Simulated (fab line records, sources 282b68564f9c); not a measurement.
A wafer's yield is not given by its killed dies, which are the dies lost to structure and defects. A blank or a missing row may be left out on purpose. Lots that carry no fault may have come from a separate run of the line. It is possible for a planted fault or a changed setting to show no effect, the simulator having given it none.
A struck lot beside a sound one -- flow rit cmos -- 17 steps out of a route of 202
Sound: the wafers L962.2, L962.5, L962.6. Wafers L950.4, L950.5, L950.6 were the ones struck. Last of all comes the cause.
Each step with rows lists, per side, the tool, then ch with its chambers, then its first start. Under that, the readings that differ: sound wafers -- struck wafers -- difference of the means -- sigmas: that difference in standard deviations of wafers without a fault.
alike: readings with means less than 2 such deviations apart, plus words and numbers identical on both sides. not compared: withheld readings, readings lacking a value on some wafer, bounds such as >300 that could conceal the same value, and numbers that have no deviation in the record and whose values overlap.
The two part at a step that has a row with sigmas, a row that says differs or no value, or rows on one side only. Numbers that don't overlap but have no deviation are shown without sigmas and don't part them. A reading that every wafer of one side lacks parts them only if that side has two wafers or more.

RIT_PWELL_TW_MEAS_10:
  struck on film metro-01, day 3 05:11; sound on film metro-04, day 5 17:20
reading,sound,struck,difference,sigmas
PWELL_TW,950 952 960,941 943 948,-10,-2
then, 1 step without rows for these wafers: RIT_WELLDRIVE_ANNEAL_00 (time 14700 s).
RIT_WELLDRIVE_RS_MEAS_01: measures by four-point-probe.
  struck on film metro-01, day 3 10:21; sound on film metro-04, day 5 22:29
reading,sound,struck,difference,sigmas
NWELL_RS (ohm/sq),274.2 274.4 275.0,277.3 276.6 277.1,+2.5,+3
RIT_WELLDRIVE_RS_MEAS_02: measures by four-point-probe.
  struck on film metro-01, day 3 10:28; sound on film metro-04, day 5 22:37
  alike: PWELL_RS
then, 6 steps without rows for these wafers: RIT_NRETRO_HMDS_00 (prime time 60 s); RIT_NRETRO_COAT_01 (resist thk 1300 nm); RIT_NRETRO_SOFTBAKE_02 (time 60 s); RIT_NRETRO_EXPOSE_03 (exposes mask M4, target cd 43900 nm); RIT_NRETRO_PEB_04; RIT_NRETRO_DEVELOP_05 (develop time 68 s).
RIT_NRETRO_OVL_MEAS_06:
  struck on overlay-02, day 3 11:38; sound on overlay-01, day 5 23:40
  alike: NRETRO_OVL
then, 1 step without rows for these wafers: RIT_NRETRO_HARDBAKE_07 (time 120 s).
RIT_NRETRO_IMPLANT_08:
  sound on implanter-01 ch 0, day 5 23:58; struck on implanter-02 ch 0, day 3 11:58
reading,sound,struck,difference,sigmas
dose ions cm2,9.993e+12 1.0001e+13 1.0002e+13,1.1552e+13 1.1528e+13 1.1537e+13,+1.5403e+12,+99 or more
faraday current uA,31.1 31.4 30.9,37.3 36.7 36.9,+5.8,+9
RIT_NRETRO_STRIP_09: strips in O2, time 180 s.
  sound on plasma asher-01 ch 0,1, day 6 00:05; struck on plasma asher-04 ch 0,1, day 3 12:06
  alike: drypump motor current A
  not compared: rf hours counter h
RIT_NRETRO_TW_MEAS_10:
  struck on film metro-04, day 3 12:15; sound on film metro-04, day 6 00:16
reading,sound,struck,difference,sigmas
NRETRO_TW,1049 1042 1043,1103 1097 1108,+58,+12
then, 1 step without rows for these wafers: RIT_PRETRO_HMDS_00 (prime time 60 s).
RIT_M1_PROBE_99:
  struck on prober-01, day 4 16:23; sound on prober-01, day 7 03:16
reading,sound,struck,difference,sigmas
model.etest.pmos narrow.drive ua um,101.4 104 101.4,95.45 96.55 93.56,-7.08,
model.etest.pmos_0p3.drive ua um,101.5 104.7 102.4,94.14 95.1 91.83,-9.18,
model.etest.pmos_0p15.off log10 a um,-10.12 -10.05 -10.16,-10.74 -10.57 -10.72,-0.57,
model.etest.retro edge pmos.off log10 a um,-10.11 -9.924 -10.18,-10.58 -10.41 -10.66,-0.48,
model.etest.pmos narrow.off log10 a um,-12.84 -12.61 -12.72,-13.01 -12.98 -12.97,-0.26,
model.etest.cap p gate.c min ff um2,2.342 2.328 2.331,2.351 2.391 2.355,+0.032,
  alike: killed_at_M0_to_M3, killed at contacts, killed at front end, killed dies, killed on rim, killed open, killed short
  not compared: model.etest.well edge right.line ohm um, model.etest.well edge left.line ohm um

== WHERE THEY PART ==
At RIT_PWELL_TW_MEAS_10 first; at RIT_NRETRO_TW_MEAS_10 last (within this record only). Later steps at which nothing parts them and some readings are alike: RIT_M1_PROBE_99.

WHY: what the simulator had put in
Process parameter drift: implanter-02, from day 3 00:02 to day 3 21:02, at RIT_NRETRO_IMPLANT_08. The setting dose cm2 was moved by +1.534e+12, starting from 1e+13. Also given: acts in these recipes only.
